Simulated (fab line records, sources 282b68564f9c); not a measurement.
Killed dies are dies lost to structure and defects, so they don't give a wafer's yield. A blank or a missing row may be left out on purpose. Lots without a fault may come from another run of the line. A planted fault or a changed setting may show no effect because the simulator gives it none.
Problem report in the 8D (eight disciplines) form, filled by code | flow rit_cmos | the parts of the form that need people (team, actions taken, sign-off) are left out

1. THE PROBLEM
SILICIDE_TI_RS at RIT_SILICIDE_RS_MEAS_02 reads a mean of 41.7 ohm/sq on 1 wafer of 1 lot; wafers without a fault read 49.7 ohm/sq with a standard deviation of 0.57. That is -14 standard deviations from the usual mean.
The step: measures by four-point-probe.
First seen on wafer L550.3, day 7 16:15, on film_metro-04. The record holds 39 wafers of 13 lots with a number at this step. Rule for "out", or "out of limits": more than 4 standard deviations from the usual mean. The other wafers with a number count as sound.

2. WHAT IT IS AND WHAT IT IS NOT
question                    | is               | is not
which readings at this step | SILICIDE_TI_RS   | -
which lots                  | L550             | L530, L532, L533, L534, L535, L536, L537, L539, L540, L541, L542, L548
which wafers of those lots  | L550.3           | L550.1, L550.4
read on which gauges        | film_metro-04    | film_metro-01, film_metro-02
when                        | from day 7 16:15 | up to then (38 sound wafers)

3. SUSPECTS, AND WHAT RULES EACH OUT
Counting: a tool at a process step up to the reading stays a suspect if it ran every lot that is out. Sound lots after the first of them don't rule it out here, since some wafers of a struck lot are sound.
- the gauge at RIT_SILICIDE_RS_MEAS_02: ruled out. All the wafers that are out were read on film_metro-04, but those of them that RIT_SILICIDE_SPUTTER_01 has rows for are out there too, on other tools.
- pvd_sputter-03 at RIT_SILICIDE_SPUTTER_01 (material Ti, target thk 30 nm, time 240 s): kept. It ran the lot that is out, L550 (day 7 16:06); its last sound lot up to then is L548 (day 7 06:29). Its own readings are out on those wafers: chamber_pressure_pa.
Left after counting: pvd_sputter-03 at RIT_SILICIDE_SPUTTER_01.

4. THE CAUSE (what the simulator had put in)
Process parameter drift: pvd_sputter-03, from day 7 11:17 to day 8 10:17, at RIT_SILICIDE_SPUTTER_01. Setting chamber_pressure_pa, moved by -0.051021, from 0.667. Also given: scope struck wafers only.
Counting left only this tool.

5. THE CHAIN OF EFFECTS, in route order
Each row: a reading whose mean over the struck wafers that have a number lies more than 3 standard deviations from the usual. Only readings for which the record gives a usual standard deviation are gone through. hours: the time from each lot's start at the first step in this table that gives one to its start at this step, as a median over the lots. sigmas: the change in usual standard deviations.
hours | step                    | reading             | usual       | on struck wafers | change  | sigmas
0     | RIT_SILICIDE_SPUTTER_01 | chamber_pressure_pa | 0.6670 Pa   | 0.6151           | -0.0519 | -40
0     | RIT_SILICIDE_RS_MEAS_02 | SILICIDE_TI_RS      | 49.7 ohm/sq | 41.7             | -8.0    | -14
The process steps in it:
- RIT_SILICIDE_SPUTTER_01: material Ti, target thk 30 nm, time 240 s.

6. WHAT WOULD HAVE CAUGHT IT SOONER
In this record the first reading out of limits at a measuring or inspecting step was taken at day 7 16:15, 5 hours after the fault began at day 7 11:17.
The tool's own readings at RIT_SILICIDE_SPUTTER_01 were out on every struck wafer that the step has a row for (chamber_pressure_pa): an alarm limit on them would have fired on the first of those.
All the lots that are out (1) had begun RIT_SILICIDE_SPUTTER_01 on pvd_sputter-03 by day 7 16:15. A hold on the tool at that time would have spared none of them.
